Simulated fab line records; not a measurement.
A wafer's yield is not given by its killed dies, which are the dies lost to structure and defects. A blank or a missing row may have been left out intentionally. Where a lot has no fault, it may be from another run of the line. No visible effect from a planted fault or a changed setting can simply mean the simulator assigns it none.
Chamber matching | flow berkeley_cmos170 | rie_diel-04 running UCB170_GATE_ETCH_14: 4 sister chambers
The step etches BARC in N2/H2. 14 wafers are shown with their chamber, then 7 later ones without.

== EACH WAFER AND ITS CHAMBER ==
wafer  | chamber | drypump_motor_current_A (A) | throttle_valve_pct (%) | oes_product_au (a.u.)
L870.2 | 1       | 6.0                         | 13.33                  | 1.027
L870.3 | 0       | 5.9                         | 13.26                  | 1.008
L870.5 | 0       | 5.9                         | 13.25                  | 1.008
L872.2 | 3       | 5.3                         | 13.34                  | 1.022
L872.4 | 3       | 5.3                         | 13.34                  | 1.012
L872.6 | 1       | 5.9                         | 13.35                  | 1.039
L874.2 | 2       | 6.1                         | 13.37                  | 1.029
L874.4 | 3       | 5.3                         | 13.34                  | 1.020
L874.6 | 3       | 5.3                         | 13.35                  | 1.020
L887.1 | 1       | 5.9                         | 13.35                  | 1.035
L887.3 | 0       | 6.0                         | 13.25                  | 0.999
L887.5 | 3       | 5.3                         | 13.35                  | 1.012
L889.2 | 0       | 5.9                         | 13.25                  | 1.016
L889.3 | 3       | 5.3                         | 13.34                  | 1.017

SIGNATURES (averages over the wafers above)
reading                 | chamber 0 | chamber 1 | chamber 2 | chamber 3 | scatter within a chamber
drypump_motor_current_A | 5.925     | 5.933     | 6.100     | 5.300     | 0.0376
throttle_valve_pct      | 13.2525   | 13.3433   | 13.3700   | 13.3433   | 0.00689
oes_product_au          | 1.00775   | 1.03367   | 1.02900   | 1.01717   | 0.00559
Rule: a wafer's distance from a chamber is the root of the sum, over the readings, of the square of ((its reading less the chamber's mean) divided by the reading's scatter). The wafer belongs to the nearest chamber; if the next one is less than 2 further off, it can't be placed. The scatter: the root of (the sum of the squares of (reading less its chamber's mean) over the shown wafers, divided by (wafers less chambers)).

== WAFERS WHOSE CHAMBER IS MISSING ==
wafer  | drypump_motor_current_A (A) | throttle_valve_pct (%) | oes_product_au (a.u.)
L889.6 | 5.9                         | 13.33                  | 1.027
L892.1 | 5.3                         | 13.33                  | 1.020
L892.4 | 5.9                         | 13.35                  | 1.037
L892.6 | 5.3                         | 13.33                  | 1.025
L893.1 | 5.9                         | 13.26                  | 1.010
L893.2 | 5.3                         | 13.34                  | 1.016
L893.4 | 6.0                         | 13.35                  | 1.026

== WHICH CHAMBER EACH ONE RAN IN ==
wafer  | from the rows above     | in truth
L889.6 | 1                       | 1
L892.1 | 3                       | 3
L892.4 | 1                       | 1
L892.6 | 3                       | 3
L893.1 | 0                       | 0
L893.2 | 3                       | 3
L893.4 | can't be placed: 1 or 2 | 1
Placed correctly: 6 of 7. Can't be placed from these rows: 1 (the true chamber is among the candidates in 1). Number placed wrongly: 0.
